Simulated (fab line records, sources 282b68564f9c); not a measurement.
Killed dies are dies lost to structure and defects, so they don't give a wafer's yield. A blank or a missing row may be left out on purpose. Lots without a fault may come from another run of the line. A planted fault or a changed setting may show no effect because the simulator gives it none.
Which tool did it? | flow rit_cmos | 15 lots, 45 wafers sampled, at 2 steps of a route of 202

WHAT THE GAUGES READ, wafer by wafer
The record holds no reading of a measuring or inspecting step that can be judged against a usual standard deviation.

WHICH TOOL RAN EACH LOT (tool, then ch and the chambers of the sampled wafers, then the start)
lot  | RIT_NRETRO_IMPLANT_08          | RIT_M1_PROBE_99
L536 | implanter-03 ch 0, day 2 12:44 | prober-01, day 3 21:37
L539 | implanter-03 ch 0, day 3 02:37 | prober-02, day 4 12:46
L541 | implanter-03 ch 0, day 3 11:55 | prober-01, day 4 20:42
L542 | implanter-02 ch 0, day 3 17:28 | prober-02, day 4 23:52
L543 | implanter-04 ch 0, day 3 23:44 | prober-01, day 5 05:29
L544 | implanter-04 ch 0, day 4 03:38 | prober-02, day 5 11:53
L545 | implanter-02 ch 0, day 4 11:07 | prober-01, day 5 17:31
L546 | implanter-04 ch 0, day 4 11:59 | prober-02, day 5 19:04
L551 | implanter-02 ch 0, day 5 10:27 | prober-02, day 6 21:14
L552 | implanter-03 ch 0, day 5 18:34 | prober-01, day 7 05:13
L553 | implanter-02 ch 0, day 6 01:05 | prober-02, day 7 08:20
L554 | implanter-03 ch 0, day 6 07:05 | prober-01, day 7 15:04
L555 | implanter-02 ch 0, day 6 11:44 | prober-02, day 7 17:28
L556 | implanter-03 ch 0, day 6 15:19 | prober-01, day 7 22:12
L559 | implanter-02 ch 0, day 7 07:22 | prober-02, day 8 13:23
- RIT_NRETRO_IMPLANT_08
- RIT_M1_PROBE_99

WHAT THE TOOLS THEMSELVES READ (means of the sampled wafers that have a number; where no wafer has one, the mark that the record gives instead)
RIT_NRETRO_IMPLANT_08. Usual: beam_energy_keV 69.998, standard deviation 0.024; faraday_current_uA 31.7, standard deviation 0.6.
lot  | tool         | beam_energy_keV | faraday_current_uA | flag
L536 | implanter-03 | 69.951          | 32.0               |
L539 | implanter-03 | 70.012          | 31.8               |
L541 | implanter-03 | 70.008          | 31.8               |
L542 | implanter-02 | 70.017          | 31.8               |
L543 | implanter-04 | 70.005          | 32.3               |
L544 | implanter-04 | 69.996          | 31.7               |
L545 | implanter-02 | 70.020          | 31.3               |
L546 | implanter-04 | 69.996          | 31.5               |
L551 | implanter-02 | 69.965          | 31.2               |
L552 | implanter-03 | 75.100          | 31.8               | OFF
L553 | implanter-02 | 69.985          | 30.7               |
L554 | implanter-03 | 75.115          | 31.8               | OFF
L555 | implanter-02 | 69.978          | 32.2               |
L556 | implanter-03 | 75.080          | 31.5               | OFF
L559 | implanter-02 | 70.017          | 31.7               |

RIT_M1_PROBE_99. Usual: killed_at_M0_to_M3 0.0, standard deviation 0.14; killed_at_contacts 0.1, standard deviation 0.27; killed_at_front_end 6.5, standard deviation 2.8; killed_dies 6.6, standard deviation 2.8; killed_open 3.5, standard deviation 2; killed_short 3.2, standard deviation 1.8.
lot  | tool      | killed_at_M0_to_M3 | killed_at_contacts | killed_at_front_end | killed_dies | killed_open | killed_short | flag
L536 | prober-01 | 0.0                | 0.3                | 6.0                 | 6.3         | 2.7         | 3.7          |
L539 | prober-02 | 0.0                | 0.0                | 7.3                 | 7.3         | 4.3         | 3.0          |
L541 | prober-01 | 0.0                | 0.3                | 6.3                 | 6.7         | 4.3         | 2.3          |
L542 | prober-02 | 0.0                | 0.0                | 6.0                 | 6.0         | 3.7         | 2.0          |
L543 | prober-01 | 0.0                | 0.0                | 6.0                 | 6.0         | 3.3         | 2.7          |
L544 | prober-02 | 0.0                | 0.0                | 6.0                 | 6.0         | 2.3         | 3.3          |
L545 | prober-01 | 0.3                | 0.0                | 5.7                 | 6.0         | 3.3         | 2.7          |
L546 | prober-02 | 0.0                | 0.3                | 7.3                 | 7.7         | 4.0         | 3.7          |
L551 | prober-02 | 0.0                | 0.0                | 7.0                 | 7.0         | 3.7         | 3.3          |
L552 | prober-01 | 0.0                | 0.0                | 5.0                 | 5.0         | 3.5         | 1.5          |
L553 | prober-02 | 0.0                | 0.0                | 6.0                 | 6.0         | 2.7         | 3.3          |
L554 | prober-01 | 0.0                | 0.3                | 6.7                 | 7.0         | 3.7         | 3.3          |
L555 | prober-02 | 0.0                | 0.0                | 7.3                 | 7.3         | 4.3         | 3.0          |
L556 | prober-01 | 0.0                | 0.0                | 7.3                 | 7.3         | 4.0         | 3.3          |
L559 | prober-02 | 0.0                | 0.0                | 3.0                 | 3.0         | 1.7         | 1.3          |

THE ANSWER, worked out from the rows above alone
Rule: a lot is off if the mean of its wafers that have a number lies more than 3 standard deviations from the usual mean. A lot without any number at a reading at which 4 lots or more have one is off too. The other lots that the step has rows for count as sound. The gauges are gone through in route order, then the tools' own readings, and for those a lot's mean is taken as printed above. The first step at which some lot is off is used, and at that step the reading that is off furthest; a lot without a number counts as furthest.
Off: L552, L554, L556, at RIT_NRETRO_IMPLANT_08 (beam_energy_keV).
A tool fits if, at that step or a process step before it, it ran every lot that is off, and no sound lot after the first of them. One fits: implanter-03 at RIT_NRETRO_IMPLANT_08. Its last sound lot is L541 (day 3 11:55), its first lot that is off L552 (day 5 18:34): a fault that began between those two fits.
The tool's own readings at RIT_NRETRO_IMPLANT_08 bear it out: on the lots that are off they differ by more than 5 times the standard deviation of the sound lots' means. beam_energy_keV reads 75.098 there against 69.996 on the sound lots.

WHAT THE SIMULATOR HAD PUT IN
Process parameter drift: implanter-03, from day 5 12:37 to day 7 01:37, at RIT_NRETRO_IMPLANT_08. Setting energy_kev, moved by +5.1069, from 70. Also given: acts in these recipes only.
Lots struck among those shown: L552, L554, L556. The rule above found the same.
